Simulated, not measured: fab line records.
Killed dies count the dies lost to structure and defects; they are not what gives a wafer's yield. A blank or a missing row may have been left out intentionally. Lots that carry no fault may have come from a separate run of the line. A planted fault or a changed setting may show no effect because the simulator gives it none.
fab line records	flow rit-cmos
record: lots: 6	wafers: 18	last-day: 7
route steps=202 shown PSD@143 SDANNEAL@153 NSD@158 PLDD@159 NLDD@160 SILICIDE@161 CONTACT@168 M1@184
lots that met no fault: taken from a fault-free run of the same line
start-h: start of the lot's first displayed wafer, in hours after the record's first day	wait-h: time in hours since the lot's previous step	" identical to the entry in the row above	L1.1+2: one row covering several wafers at once	- no value present, or no start provided	* or withheld: withheld	< > ~ a bound
route shown NAME@n: a module of which the file shows steps, and the number in the route of the first	usual: mean/standard deviation of fault-free wafers	same: alike in all rows	chamber/n: place in a boat	sites: readings site by site	_std_site: standard deviation of those values	_edge_site: the outer-site mean with the inner-site mean subtracted	radius-mm: how far each site lies from the wafer's centre	mask NAME#n: copy n	behind: the most recent tool/chamber to have shaped the wafer	hold: the reason the lot was held/the length of the hold in hours/how it ended	device: the transistor (n, p or np) that didn't switch	end of line: the same wafers' tests at the end of the route	a step given without rows: its recipe and nothing more	killed: dies lost to structure and defects at the first sort, not the wafer's yield	map: a wafer's dies, marking killed ones x, the rest . and places with no die _
set.NAME: the run value of the setting; set.NAME@STEP: its run value at that earlier step	model.NAME: the simulator's own value behind a step, which no gauge read
lots seen at some steps along the route; tables by step, rows by wafer
services: the hour from which a tool's chamber was out of use, counted from the record's first day as start-h (under 0 if before that day), plus the number of hours and why
== steps ==
step: RIT_PSD_COAT_01
recipe: resist: NOVOLAK	spin-rpm: 3250	resist-thk-nm: 1000
step: RIT_PSD_SOFTBAKE_02
recipe: resist: NOVOLAK	temp-c: 90	time-s: 60
step: RIT_PSD_EXPOSE_03
recipe: mask-id: M10	na: 0.57	target-cd-nm: 40900	dose-mj: 250
step: RIT_PSD_PEB_04
recipe: resist: NOVOLAK	temp-c: withheld	time-s: withheld
step: RIT_PSD_DEVELOP_05
recipe: resist: NOVOLAK	develop-time-s: 50	dev-temp-c: 23
step: RIT_PSD_OVL_MEAS_06
usual: PSD_OVL: 0.7/1.4
lot.wafer	tool	chamber	start-h	wait-h	PSD_OVL[nm]
L962.3	overlay-02	-	62.11	-	0.5
L962.4	"	-	"	"	1.1
L962.5	"	-	"	"	-0.4
L963.1	overlay-02	-	65.63	-	0.2
L963.2	"	-	"	"	1.7
L963.3	"	-	"	"	1.3
L966.2	overlay-01	-	78.28	-	-2.9
L966.4	"	-	"	"	0.3
L966.5	"	-	"	"	-0.8
L969.2	overlay-01	-	95.63	-	0.8
L969.3	"	-	"	"	-1.0
L969.4	"	-	"	"	0.5
L983.3	overlay-02	-	164.60	-	0.7
L983.5	"	-	"	"	2.0
L983.6	"	-	"	"	1.5
L984.1	overlay-01	-	168.29	-	-0.7
L984.4	"	-	"	"	0.3
L984.5	"	-	"	"	0.1
step: RIT_PSD_HARDBAKE_07
recipe: resist: NOVOLAK	temp-c: 140	time-s: 60
step: RIT_PSD_IMPLANT_08
recipe: species: BF2	energy-kev: 27	dose-cm2: 5e+15	tilt-deg: 7
step: RIT_PSD_STRIP_09
recipe: chemistry: O2	time-s: 180	resist: NOVOLAK	platen-temp-c: withheld	power-w: 500	pressure-mtorr: 4000	o2-flow-sccm: 4000
usual: chamber-pressure-mTorr: 4000/3.6	drypump-motor-current-A: 6.0/0.47
lot.wafer	tool	chamber	start-h	wait-h	chamber-pressure-mTorr	drypump-motor-current-A	rf-hours-counter-h
L962.3	plasma-asher-02	1	62.49	0.1	3997	6.4	-
L962.4	"	0	"	"	4002	5.3	-
L962.5	"	1	"	"	3997	6.5	-
L963.1	plasma-asher-01	0	65.96	0.1	3999	6.3	42
L963.2	"	1	"	"	4005	5.9	42
L963.3	"	0	"	"	3996	6.3	-
L966.2	plasma-asher-01	1	78.67	0.1	4000	5.9	44
L966.4	"	0	"	"	4002	6.3	-
L966.5	"	1	"	"	3999	5.9	-
L969.2	plasma-asher-01	1	95.96	0.1	4000	5.9	46
L969.3	"	1	"	"	3993	5.9	-
L969.4	"	0	"	"	3997	6.3	-
L983.3	plasma-asher-01	0	164.98	0.1	4000	6.3	-
L983.5	"	1	"	"	3999	5.9	-
L983.6	"	0	"	"	4000	6.3	-
L984.1	plasma-asher-03	1	168.62	0.1	3995	6.3	6
L984.4	"	1	"	"	4001	6.3	-
L984.5	"	1	"	"	4000	6.3	-
step: RIT_PSD_TW_MEAS_10
usual: PSD_TW: 3458/37
lot.wafer	tool	chamber	start-h	wait-h	PSD_TW
L962.3	film-metro-01	-	62.63	0.1	3487
L962.4	"	-	"	"	3499
L962.5	"	-	"	"	3506
L963.1	film-metro-03	-	66.14	0.1	3391
L963.2	"	-	"	"	3424
L963.3	"	-	"	"	3399
L966.2	film-metro-02	-	78.86	0.1	3487
L966.4	"	-	"	"	3469
L966.5	"	-	"	"	3487
L969.2	film-metro-01	-	96.14	0.1	3483
L969.3	"	-	"	"	3483
L969.4	"	-	"	"	3461
L983.3	film-metro-03	-	165.12	0.1	3388
L983.5	"	-	"	"	3376
L983.6	"	-	"	"	3384
L984.1	film-metro-02	-	168.80	0.1	3496
L984.4	"	-	"	"	3480
L984.5	"	-	"	"	3484
step: RIT_SDANNEAL_CLEAN_00
recipe: chemistry: SC1	mix: 3:3:50	time-s: 600	temp-c: 75
step: RIT_SDANNEAL_CLEAN_01
recipe: chemistry: dHF	dilution: 50:1	time-s: 30
step: RIT_SDANNEAL_CLEAN_02
recipe: chemistry: SC2	mix: 3:3:50	time-s: 600	temp-c: 75	dry: n2-spin
lot.wafer	tool	chamber	start-h	wait-h
L962.3+4+5	wet-bench-02	2	62.87	0.0
L963.1+2+3	wet-bench-04	3	66.39	0.0
L966.2+4+5	wet-bench-04	2	79.10	0.0
L969.2+3+4	wet-bench-01	3	96.40	0.0
L983.3+5+6	wet-bench-02	0	165.37	0.0
L984.1+4+5	wet-bench-02	0	169.05	0.0
step: RIT_SDANNEAL_RTA_03
recipe: temp-c: 1050	time-s: 5	idle-temp-c: 600	ramp-up-c-per-s: 342	ramp-down-c-per-s: 171	cool-to-c: 600	ambient: N2
usual: wafer_temp_C_max: 1053.5/1.2
lot.wafer	tool	chamber	start-h	wait-h	wafer_temp_C_max
L962.3	rtp-anneal-02	0	63.08	0.0	1052.8
L962.4	"	0	"	"	1053.5
L962.5	"	0	"	"	1052.9
L963.1	rtp-anneal-02	0	66.57	0.0	1054.8
L963.2	"	0	"	"	1054.1
L963.3	"	0	"	"	1053.4
L966.2	rtp-anneal-01	0	79.29	0.0	1051.6
L966.4	"	0	"	"	1053.9
L966.5	"	0	"	"	1052.5
L969.2	rtp-anneal-02	0	96.59	0.0	1050.6
L969.3	"	0	"	"	1052.2
L969.4	"	0	"	"	1053.1
L983.3	rtp-anneal-02	0	165.74	0.0	1053.3
L983.5	"	0	"	"	1054.5
L983.6	"	0	"	"	1052.6
L984.1	rtp-anneal-01	0	169.23	0.0	1054.5
L984.4	"	0	"	"	1051.7
L984.5	"	0	"	"	1053.1
step: RIT_SDANNEAL_RS_MEAS_04
recipe: thk-meas-gauge: four-point-probe
usual: PSD_RS: 115.8/0.33
lot.wafer	tool	chamber	start-h	wait-h	PSD_RS[ohm/sq]
L962.3	film-metro-02	-	63.16	0.1	115.6
L962.4	"	-	"	"	116.0
L962.5	"	-	"	"	115.5
L963.1	film-metro-01	-	66.63	0.0	115.4
L963.2	"	-	"	"	115.8
L963.3	"	-	"	"	115.5
L966.2	film-metro-03	-	79.35	0.1	115.8
L966.4	"	-	"	"	116.2
L966.5	"	-	"	"	116.1
L969.2	film-metro-02	-	96.65	0.1	115.6
L969.3	"	-	"	"	115.5
L969.4	"	-	"	"	115.8
L983.3	film-metro-01	-	165.82	0.1	116.0
L983.5	"	-	"	"	116.6
L983.6	"	-	"	"	116.1
L984.1	film-metro-03	-	169.28	0.0	115.7
L984.4	"	-	"	"	116.0
L984.5	"	-	"	"	115.8
step: RIT_SDANNEAL_RS_MEAS_05
recipe: thk-meas-gauge: four-point-probe
usual: NSD_RS: 84.54/0.28
lot.wafer	tool	chamber	start-h	wait-h	NSD_RS[ohm/sq]
L962.3	film-metro-02	-	63.28	0.1	84.46
L962.4	"	-	"	"	84.05
L962.5	"	-	"	"	83.98
L963.1	film-metro-01	-	66.75	0.1	84.69
L963.2	"	-	"	"	84.69
L963.3	"	-	"	"	84.60
L966.2	film-metro-03	-	79.47	0.1	84.68
L966.4	"	-	"	"	84.22
L966.5	"	-	"	"	84.80
L969.2	film-metro-02	-	96.77	0.1	84.75
L969.3	"	-	"	"	84.95
L969.4	"	-	"	"	84.92
L983.3	film-metro-01	-	165.94	0.1	84.23
L983.5	"	-	"	"	84.61
L983.6	"	-	"	"	84.35
L984.1	film-metro-03	-	169.40	0.1	84.06
L984.4	"	-	"	"	84.35
L984.5	"	-	"	"	83.99
step: RIT_SDANNEAL_RS_MEAS_06
recipe: thk-meas-gauge: four-point-probe
usual: PLDD_RS: 178.6/0.53
lot.wafer	tool	chamber	start-h	wait-h	PLDD_RS[ohm/sq]
L962.3	film-metro-02	-	63.40	0.1	178.1
L962.4	"	-	"	"	177.9
L962.5	"	-	"	"	177.8
L963.1	film-metro-01	-	66.87	0.1	178.0
L963.2	"	-	"	"	178.2
L963.3	"	-	"	"	177.9
L966.2	film-metro-03	-	79.59	0.1	178.6
L966.4	"	-	"	"	178.9
L966.5	"	-	"	"	178.5
L969.2	film-metro-02	-	96.89	0.1	179.6
L969.3	"	-	"	"	179.6
L969.4	"	-	"	"	179.3
L983.3	film-metro-01	-	166.06	0.1	179.3
L983.5	"	-	"	"	179.0
L983.6	"	-	"	"	179.3
L984.1	film-metro-03	-	169.52	0.1	178.4
L984.4	"	-	"	"	179.0
L984.5	"	-	"	"	179.2
step: RIT_SDANNEAL_RS_MEAS_07
recipe: thk-meas-gauge: four-point-probe
usual: NLDD_RS: 151.6/0.58
lot.wafer	tool	chamber	start-h	wait-h	NLDD_RS[ohm/sq]
L962.3	film-metro-02	-	63.52	0.1	150.5
L962.4	"	-	"	"	150.3
L962.5	"	-	"	"	150.0
L963.1	film-metro-01	-	66.99	0.1	150.9
L963.2	"	-	"	"	151.4
L963.3	"	-	"	"	151.6
L966.2	film-metro-03	-	79.71	0.1	150.7
L966.4	"	-	"	"	151.0
L966.5	"	-	"	"	150.7
L969.2	film-metro-02	-	97.01	0.1	151.8
L969.3	"	-	"	"	151.9
L969.4	"	-	"	"	151.9
L983.3	film-metro-01	-	166.18	0.1	151.7
L983.5	"	-	"	"	151.6
L983.6	"	-	"	"	152.3
L984.1	film-metro-03	-	169.64	0.1	151.6
L984.4	"	-	"	"	151.7
L984.5	"	-	"	"	151.5
step: RIT_SILICIDE_WET_ETCH_00
recipe: chemistry: BOE	target: SiO2	target-depth-nm: 14	time-s: 15	dry: n2-spin	dilution: 10:1	temp-c: 21.5
step: RIT_SILICIDE_SPUTTER_01
recipe: material: Ti	target-thk-nm: 30	power-w: 350	chamber-pressure-pa: 0.667	gas: Ar	time-s: 240	substrate-temp-c: 25
step: RIT_SILICIDE_RS_MEAS_02
recipe: thk-meas-gauge: four-point-probe	reads: Ti_of_SILICIDE_SPUTTER_01
usual: SILICIDE_TI_RS: 47.8/0.75
lot.wafer	tool	chamber	start-h	wait-h	SILICIDE_TI_RS[ohm/sq]
L962.3	film-metro-03	-	63.80	0.1	47.3
L962.4	"	-	"	"	47.4
L962.5	"	-	"	"	47.7
L963.1	film-metro-02	-	67.27	0.1	48.0
L963.2	"	-	"	"	47.1
L963.3	"	-	"	"	46.7
L966.2	film-metro-04	-	80.00	0.1	47.7
L966.4	"	-	"	"	47.4
L966.5	"	-	"	"	47.4
L969.2	film-metro-02	-	97.30	0.1	47.6
L969.3	"	-	"	"	47.7
L969.4	"	-	"	"	48.2
L983.3	film-metro-02	-	166.46	0.1	47.4
L983.5	"	-	"	"	47.2
L983.6	"	-	"	"	48.4
L984.1	film-metro-02	-	169.93	0.1	47.2
L984.4	"	-	"	"	46.4
L984.5	"	-	"	"	46.0
step: RIT_SILICIDE_THK_MEAS_03
recipe: thk-meas-gauge: xrf	reads: Ti_of_SILICIDE_SPUTTER_01
usual: SILICIDE_TI_THK: 30.0/0.45
lot.wafer	tool	chamber	start-h	wait-h	SILICIDE_TI_THK[nm]
L962.3	film-metro-03	-	63.90	0.1	30.3
L962.4	"	-	"	"	30.3
L962.5	"	-	"	"	30.1
L963.1	film-metro-02	-	67.39	0.1	30.2
L963.2	"	-	"	"	30.7
L963.3	"	-	"	"	30.9
L966.2	film-metro-04	-	80.11	0.1	30.1
L966.4	"	-	"	"	30.1
L966.5	"	-	"	"	30.1
L969.2	film-metro-02	-	97.41	0.1	30.2
L969.3	"	-	"	"	30.1
L969.4	"	-	"	"	29.9
L983.3	film-metro-02	-	166.56	0.1	30.3
L983.5	"	-	"	"	30.3
L983.6	"	-	"	"	29.9
L984.1	film-metro-02	-	170.05	0.1	30.5
L984.4	"	-	"	"	30.8
L984.5	"	-	"	"	31.1
step: RIT_SILICIDE_RTA_04
recipe: temp-c: 650	time-s: 10	idle-temp-c: 25	ramp-up-s: 5	ramp-down-s: 5	cool-to-c: 25	ambient: N2
usual: wafer_temp_C_max: 654.1/1.4
lot.wafer	tool	chamber	start-h	wait-h	wafer_temp_C_max
L962.3	rtp-anneal-02	0	63.97	0.1	655.1
L962.4	"	0	"	"	657.8
L962.5	"	0	"	"	655.3
L963.1	rtp-anneal-01	0	67.45	0.1	652.3
L963.2	"	0	"	"	652.3
L963.3	"	0	"	"	652.7
L966.2	rtp-anneal-02	0	80.17	0.1	654.8
L966.4	"	0	"	"	653.6
L966.5	"	0	"	"	654.6
L969.2	rtp-anneal-01	0	97.47	0.1	653.3
L969.3	"	0	"	"	652.9
L969.4	"	0	"	"	652.2
L983.3	rtp-anneal-01	0	166.62	0.1	653.0
L983.5	"	0	"	"	651.9
L983.6	"	0	"	"	652.6
L984.1	rtp-anneal-02	0	170.11	0.1	654.5
L984.4	"	0	"	"	656.2
L984.5	"	0	"	"	654.9
step: RIT_SILICIDE_WET_ETCH_05
recipe: chemistry: SPM	target: Ti	temp-c: 90	time-s: 120	dry: n2-spin
step: RIT_SILICIDE_RTA_06
recipe: temp-c: 750	time-s: 10	idle-temp-c: 25	ramp-up-s: 5	ramp-down-s: 10	cool-to-c: 25	ambient: N2
step: RIT_CONTACT_CVD_00
recipe: material: SiO2	target-thk-nm: 400	precursor: TEOS	temp-c: 390	time-s: 61	rf-w: 400
usual: heater-power-w: 316/61
lot.wafer	tool	chamber	start-h	wait-h	heater-power-w
L962.3	pecvd-03	1	64.12	0.0	391
L962.4	"	1	"	"	291
L962.5	"	0	"	"	269
L963.1	pecvd-04	2	67.66	0.1	329
L963.2	"	1	"	"	236
L963.3	"	0	"	"	347
L966.2	pecvd-04	0	80.33	0.0	313
L966.4	"	1	"	"	241
L966.5	"	2	"	"	332
L969.2	pecvd-04	2	97.64	0.0	373
L969.3	"	0	"	"	315
L969.4	"	1	"	"	251
L983.3	pecvd-03	0	166.80	0.1	233
L983.5	"	2	"	"	328
L983.6	"	0	"	"	236
L984.1	pecvd-04	1	170.28	0.1	240
L984.4	"	0	"	"	347
L984.5	"	2	"	"	383
step: RIT_CONTACT_THK_MEAS_01
recipe: reads: SiO2_of_CONTACT_CVD_00
usual: CONTACT_TEOS_THK: 401/5.5
lot.wafer	tool	chamber	start-h	wait-h	CONTACT_TEOS_THK[nm]
L962.3	film-metro-02	-	64.19	0.0	395
L962.4	"	-	"	"	401
L962.5	"	-	"	"	398
L963.1	film-metro-02	-	67.71	0.0	400
L963.2	"	-	"	"	398
L963.3	"	-	"	"	400
L966.2	film-metro-01	-	80.39	0.0	403
L966.4	"	-	"	"	413
L966.5	"	-	"	"	411
L969.2	film-metro-01	-	97.70	0.0	404
L969.3	"	-	"	"	400
L969.4	"	-	"	"	405
L983.3	film-metro-04	-	166.87	0.0	396
L983.5	"	-	"	"	406
L983.6	"	-	"	"	400
L984.1	film-metro-02	-	170.33	0.0	403
L984.4	"	-	"	"	405
L984.5	"	-	"	"	406
step: RIT_CONTACT_HMDS_02
recipe: prime-time-s: 60	prime-temp-c: 140
step: RIT_CONTACT_COAT_03
recipe: resist: NOVOLAK	spin-rpm: 3250	resist-thk-nm: 1000
step: RIT_CONTACT_SOFTBAKE_04
recipe: resist: NOVOLAK	temp-c: 90	time-s: 60
step: RIT_CONTACT_EXPOSE_05
recipe: mask-id: M11	na: 0.6	source-shape: conventional	sigma-outer: 0.5	target-cd-nm: 1000	dose-mj: 250
step: RIT_CONTACT_PEB_06
recipe: resist: NOVOLAK	temp-c: withheld	time-s: withheld
step: RIT_CONTACT_DEVELOP_07
recipe: resist: NOVOLAK	develop-time-s: 120	dev-temp-c: 23
step: RIT_CONTACT_CD_MEAS_08
recipe: target-cd-nm: 1000
usual: cd-nm: 1000.2/1.8
lot.wafer	tool	chamber	start-h	wait-h	cd-nm
L962.3	cd-sem-02	-	65.36	-	999.3
L962.4	"	-	"	"	1002.5
L962.5	"	-	"	"	999.6
L963.1	cd-sem-02	-	68.73	-	1000.0
L963.2	"	-	"	"	999.9
L963.3	"	-	"	"	1000.8
L966.2	cd-sem-01	-	81.43	-	1000.2
L966.4	"	-	"	"	999.3
L966.5	"	-	"	"	998.1
L969.2	cd-sem-01	-	99.08	-	998.5
L969.3	"	-	"	"	997.9
L969.4	"	-	"	"	997.0
L983.3	cd-sem-01	-	168.04	-	1003.1
L983.5	"	-	"	"	1001.5
L983.6	"	-	"	"	1000.2
L984.1	cd-sem-02	-	171.48	-	999.7
L984.4	"	-	"	"	1001.8
L984.5	"	-	"	"	999.1
step: RIT_CONTACT_OVL_MEAS_09
usual: CONTACT_OVL: 1.5/1.3
lot.wafer	tool	chamber	start-h	wait-h	CONTACT_OVL[nm]
L962.3	overlay-01	-	65.45	0.1	2.4
L962.4	"	-	"	"	3.4
L962.5	"	-	"	"	2.0
L963.1	overlay-02	-	68.85	0.1	0.6
L963.2	"	-	"	"	3.2
L963.3	"	-	"	"	2.4
L966.2	overlay-02	-	81.53	0.1	1.2
L966.4	"	-	"	"	0.4
L966.5	"	-	"	"	3.7
L969.2	overlay-01	-	99.18	0.1	2.5
L969.3	"	-	"	"	4.7
L969.4	"	-	"	"	3.5
L983.3	overlay-02	-	168.13	0.1	0.9
L983.5	"	-	"	"	0.9
L983.6	"	-	"	"	1.7
L984.1	overlay-01	-	171.60	0.1	1.8
L984.4	"	-	"	"	1.2
L984.5	"	-	"	"	1.3
step: RIT_CONTACT_HARDBAKE_10
recipe: resist: NOVOLAK	temp-c: 140	time-s: 60
step: RIT_CONTACT_ETCH_11
recipe: target-depth-a: 4800	over-etch-frac: 0.2	stop-on: TiSi2	chemistry: CHF3/CF4/Ar	target: SiO2	CHF3_flow_sccm: 50	cf4-flow-sccm: 10	Ar_flow_sccm: 100	O2_flow_sccm: 5	pressure-mtorr: 100	rf-w: 200	time-s: 320
usual: chamber-pressure-mTorr: 99.99/0.084	drypump-motor-current-A: 6.0/0.36	oes-product-au: 0.991/0.012	throttle-valve-pct: 8.76/0.091
lot.wafer	tool	chamber	start-h	wait-h	chamber-pressure-mTorr	drypump-motor-current-A	oes-product-au	rf-hours-counter-h	throttle-valve-pct
L962.3	rie-diel-01	2	65.75	0.1	100.09	6.1	1.016	106	8.62
L962.4	"	3	"	"	100.04	5.9	0.989	114	8.68
L962.5	"	0	"	"	99.94	6.3	0.976	-	8.87
L963.1	rie-diel-02	2	69.04	0.1	100.00	5.6	0.996	71	8.75
L963.2	"	3	"	"	99.82	6.0	0.991	136	8.90
L963.3	"	0	"	"	100.02	5.9	0.983	7	8.84
L966.2	rie-diel-03	2	81.71	0.1	99.98	6.3	0.972	136	8.81
L966.4	"	1	"	"	99.99	5.5	0.992	33	8.68
L966.5	"	0	"	"	99.90	5.7	0.971	-	8.61
L969.2	rie-diel-01	1	99.36	0.1	99.89	5.5	0.999	91	8.75
L969.3	"	2	"	"	99.87	6.1	1.005	107	8.60
L969.4	"	3	"	"	99.96	5.9	0.982	115	8.70
L983.3	rie-diel-03	3	168.31	0.1	100.05	6.7	1.000	5	8.87
L983.5	"	2	"	"	99.97	6.3	0.980	-	8.82
L983.6	"	3	"	"	100.16	6.7	1.009	-	8.88
L984.1	rie-diel-02	0	171.79	0.1	100.05	5.8	0.981	9	8.85
L984.4	"	3	"	"	100.04	6.0	0.997	-	8.91
L984.5	"	1	"	"	100.04	6.5	1.005	-	8.75
step: RIT_CONTACT_STRIP_12
recipe: chemistry: O2	time-s: 180	resist: NOVOLAK	platen-temp-c: withheld	power-w: 500	pressure-mtorr: 4000	o2-flow-sccm: 4000
step: RIT_CONTACT_CD_MEAS_90
recipe: target-cd-nm: 1000
usual: cd-nm: 1000.3/1.8
lot.wafer	tool	chamber	start-h	wait-h	cd-nm
L962.3	cd-sem-02	-	66.16	0.1	999.3
L962.4	"	-	"	"	1003.0
L962.5	"	-	"	"	1000.1
L963.1	cd-sem-02	-	69.41	0.1	1000.4
L963.2	"	-	"	"	999.9
L963.3	"	-	"	"	1000.7
L966.2	cd-sem-01	-	82.10	0.1	1000.7
L966.4	"	-	"	"	999.8
L966.5	"	-	"	"	998.4
L969.2	cd-sem-02	-	99.75	0.1	998.0
L969.3	"	-	"	"	997.0
L969.4	"	-	"	"	997.3
L983.3	cd-sem-02	-	168.72	0.1	1003.0
L983.5	"	-	"	"	1001.9
L983.6	"	-	"	"	1000.6
L984.1	cd-sem-02	-	172.16	0.1	1000.5
L984.4	"	-	"	"	1001.8
L984.5	"	-	"	"	999.3
step: RIT_CONTACT_CLEAN_13
recipe: chemistry: SC1	mix: 3:3:50	time-s: 600	temp-c: 75
step: RIT_CONTACT_CLEAN_14
recipe: chemistry: SC2	mix: 3:3:50	time-s: 600	temp-c: 75	dry: n2-spin
step: RIT_M1_SPUTTER_00
recipe: material: Al	target-thk-nm: 400	power-w: 2000	chamber-pressure-pa: 0.4	gas: Ar	time-s: 500	substrate-temp-c: 25
step: RIT_M1_PROBE_99
usual: killed_at_M0_to_M3: 0.0/0.23	killed-at-contacts: 0.1/0.34	killed-at-front-end: 6.9/2.8	killed-dies: 7.1/2.8	killed-on-rim: 1.8/1.3	killed-open: 3.4/1.9	killed-short: 3.6/1.7
same: gross-dies: 264	killed_at_M4_up: 0	killed-at-back-side: 0	killed-at-other: 0
lot.wafer	tool	chamber	start-h	wait-h	killed_at_M0_to_M3	killed-at-contacts	killed-at-front-end	killed-dies	killed-on-rim	killed-open	killed-short
L962.3	prober-02	-	70.96	0.2	0	0	5	5	2	1	4
L962.4	prober-02	-	71.01	0.2	0	1	3	4	0	3	1
L962.5	prober-02	-	71.06	0.2	0	0	2	2	0	0	2
L963.1	prober-01	-	74.02	0.1	0	0	6	6	3	2	4
L963.2	prober-01	-	74.07	0.1	0	0	7	7	0	1	6
L963.3	prober-01	-	74.12	0.2	0	0	5	5	2	1	4
L966.2	prober-02	-	86.63	0.1	0	0	9	9	3	3	6
L966.4	prober-02	-	86.73	0.2	0	0	6	6	2	3	3
L966.5	prober-02	-	86.78	0.2	0	0	10	10	3	5	5
L969.2	prober-01	-	104.30	0.1	1	0	11	12	4	7	5
L969.3	prober-01	-	104.35	0.2	0	1	6	7	3	3	4
L969.4	prober-01	-	104.40	0.2	0	0	4	4	2	2	2
L983.3	prober-02	-	173.38	0.2	0	0	31	31	9	5	4
L983.5	prober-02	-	173.48	0.2	0	1	30	31	12	5	5
L983.6	prober-02	-	173.53	0.2	0	0	33	33	13	6	3
L984.1	prober-01	-	176.67	0.1	0	0	26	26	8	4	3
L984.4	prober-01	-	176.82	0.2	0	0	26	26	11	6	2
L984.5	prober-01	-	176.87	0.2	0	0	31	31	10	6	6
killed by level:class
L962.3 GATE:geometric-particle:short=2 FOX1:geometric-particle:short=1 FOX1:geometric-particle:open=1 SPACER:geometric-particle:short=1
L962.4 GATE:geometric-particle:short=1 GATE:geometric-particle:open=1 REOX:geometric-particle:open=1 CONTACT:geometric-particle:open=1
L962.5 GATE:geometric-particle:short=1 SPACER:geometric-particle:short=1
L963.1 GATE:geometric-particle:open=2 GATE:geometric-particle:short=1 REOX:geometric-particle:short=1 SPACER:geometric-particle:short=1 SILICIDE:geometric-particle:short=1
L963.2 SILICIDE:geometric-particle:short=3 FOX1:geometric-particle:short=2 REOX:geometric-particle:short=1 SILICIDE:geometric-particle:open=1
L963.3 GATE:geometric-particle:short=2 REOX:geometric-particle:short=1 GATE:geometric-particle:open=1 SPACER:geometric-particle:short=1
L966.2 GATE:geometric-particle:short=4 GATE:geometric-particle:open=2 FOX1:geometric-particle:short=1 REOX:geometric-particle:short=1 REOX:geometric-particle:open=1
L966.4 GATE:geometric-particle:open=3 GATE:geometric-particle:short=2 REOX:geometric-particle:short=1
L966.5 FOX1:geometric-particle:open=2 GATE:geometric-particle:short=2 REOX:geometric-particle:open=2 REOX:geometric-particle:short=2 ACTIVE:geometric-particle:short=1 FOX2:geometric-particle:open=1
L969.2 FOX2:geometric-particle:open=2 FOX2:geometric-particle:short=2 GATE:geometric-particle:open=2 SPACER:geometric-particle:open=2 SILICIDE:geometric-particle:short=2 SILICIDE:geometric-particle:open=1 M1:geometric-particle:short=1
L969.3 FOX2:geometric-particle:open=1 GATE:geometric-particle:open=1 REOX:geometric-particle:short=1 SPACER:geometric-particle:short=1 SILICIDE:geometric-particle:open=1 SILICIDE:geometric-particle:short=1 CONTACT:geometric-particle:short=1
L969.4 REOX:geometric-particle:open=1 REOX:geometric-particle:short=1 SPACER:geometric-particle:open=1 SPACER:geometric-particle:short=1
L983.3 SDANNEAL:unspecified=22 GATE:geometric-particle:short=3 GATE:geometric-particle:open=2 SILICIDE:geometric-particle:open=2 SPACER:geometric-particle:open=1 SILICIDE:geometric-particle:short=1
L983.5 SDANNEAL:unspecified=21 GATE:geometric-particle:open=4 FOX2:geometric-particle:short=2 GATE:geometric-particle:short=1 SPACER:geometric-particle:short=1 SILICIDE:geometric-particle:open=1 CONTACT:geometric-particle:short=1
L983.6 SDANNEAL:unspecified=24 GATE:geometric-particle:open=4 GATE:geometric-particle:short=2 REOX:geometric-particle:open=1 SILICIDE:geometric-particle:open=1 SILICIDE:geometric-particle:short=1
L984.1 SDANNEAL:unspecified=19 GATE:geometric-particle:short=2 FOX1:geometric-particle:open=1 FOX1:geometric-particle:short=1 REOX:geometric-particle:open=1 SPACER:geometric-particle:open=1 SILICIDE:geometric-particle:open=1
L984.4 SDANNEAL:unspecified=18 REOX:geometric-particle:open=2 SILICIDE:geometric-particle:open=2 FOX1:geometric-particle:open=1 FOX1:geometric-particle:short=1 GATE:geometric-particle:open=1 SILICIDE:geometric-particle:short=1
L984.5 SDANNEAL:unspecified=19 GATE:geometric-particle:short=3 GATE:geometric-particle:open=3 FOX1:geometric-particle:open=2 FOX1:geometric-particle:short=1 FOX2:geometric-particle:short=1 REOX:geometric-particle:open=1 REOX:geometric-particle:short=1
map L983.6 (x killed, . not)
________......._______
_____...........x.____
____.........x.....___
___..............xxx__
__.x............xxxxx_
__..............xxxxx_
_................xxxxx
_.........x.......xxxx
_...................xx
_.....................
__................x.._
__...........x.....x._
___.................__
____..x............___
_____...........x.____
________......._______
map L984.5 (x killed, . not)
________......._______
_____.............____
____.........x.....___
___..xx.........xxxx__
__...x..........xxxxx_
__...x............xxx_
_..........x.....xxxxx
_.................xxxx
_...................x.
_....................x
__..................._
__.....x............._
___................x__
____...............___
_____.............____
________......._______
== services ==
tool	chamber	start-h	hours	kind
plasma-asher-02	-	40.67	2.8	pm
rtp-anneal-01	-	42.46	24.4	pm
plasma-asher-03	-	57.75	28.1	pm
rie-diel-03	-	70.76	10.0	pm
rie-diel-01	-	83.07	0.5	repair
rie-diel-03	0	87.35	15.6	repair
rie-diel-01	-	94.23	0.4	repair
wet-bench-01	-	102.91	1.9	pm
plasma-asher-03	-	105.49	1.6	repair
plasma-asher-03	-	108.75	9.0	pm
plasma-asher-03	0	108.75	9.0	vent-cycle
plasma-asher-03	1	108.75	9.0	vent-cycle
plasma-asher-01	-	111.83	4.1	repair
plasma-asher-03	0	117.75	-	clean
plasma-asher-03	1	117.75	-	clean
rie-diel-02	3	153.56	17.5	repair
pecvd-03	1	155.43	18.7	repair
rtp-anneal-02	-	160.64	4.9	pm
rie-diel-02	2	161.20	11.1	repair
== key ==
first-sign: step: RIT_M1_PROBE_99	reading: killed-dies	direction: up	sigmas: 8.2	usual: 7.1	struck: 29.7
effect: step: RIT_M1_PROBE_99	reading: killed-at-front-end	direction: up	sigmas: 8.1	usual: 6.9	struck: 29.5
met-at RIT_SDANNEAL_CLEAN_02
struck-wafers L983.3,L983.5,L983.6,L984.1,L984.4,L984.5
tester-left-out L983,L984
onset-between 62.87 165.37
also-fits time
fault: kind: chamber-particle-source	tool: wet-bench-02	chamber: -	onset-h: 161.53	steps: RIT_SDANNEAL_CLEAN_02	rate-per-visit-cm2: 1.2507	end-h: 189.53
tester-left-out: of these lots the tester's yield and bins aren't shown, on N5 and GAA mostly nor the transistor test; their killed dies are dies lost to structure and defects alone, not to doping, threshold or leakage, so they don't give the yield
